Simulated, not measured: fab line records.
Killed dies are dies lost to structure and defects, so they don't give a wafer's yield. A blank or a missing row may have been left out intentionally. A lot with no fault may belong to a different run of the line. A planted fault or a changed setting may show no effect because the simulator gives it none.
Which tool did it? | flow berkeley cmos170 | 21 wafers sampled from 7 lots at 1 step of a route of 331

WHAT THE GAUGES SHOWED, per wafer
UCB170_PSD_CD_MEAS_06: the cd target is 1200 nm.
lot  | measured     | on        | cd nm (nm)
L490 | day 8 15:37  | cd sem-02 | 1201.1 1201.3 1199.6
L493 | day 9 16:59  | cd sem-02 | 1200.1 1200.1 1199.5
L495 | day 9 23:53  | cd sem-01 | 1199.9 1198.7 1200.3
L498 | day 10 07:37 | cd sem-01 | 1200.6 1200.9 1201.8
L501 | day 10 23:51 | cd sem-01 | 1199.0 1198.9 1197.8
L506 | day 12 03:36 | cd sem-02 | 1198.5 1200.4 1200.6
L508 | day 12 13:26 | cd sem-01 | 1198.2 1199.4 1198.7

TOOL THAT RAN EACH LOT (tool first, then ch and the chambers of the sampled wafers, then the start)
No process step before these readings appears in the record.

THE ANSWER, worked out from the rows above alone
Rule: the usual values come from the lots themselves. The widest of any qualifying gaps counts: lots, ordered by their means at a reading, are off when they make up no more than a third of the lots, leave a main group of 4 or more, and stand apart from it by 3 or more times the standard deviation of that group's means. Not used: any main group whose means are identical at the precision the tables above print for the reading. A lot without any number at a reading at which 4 lots or more have one is off too. The other lots that the step has rows for count as sound.
No lot is off at any reading shown: from this, nothing can be told.

WHAT THE SIMULATOR PUT IN
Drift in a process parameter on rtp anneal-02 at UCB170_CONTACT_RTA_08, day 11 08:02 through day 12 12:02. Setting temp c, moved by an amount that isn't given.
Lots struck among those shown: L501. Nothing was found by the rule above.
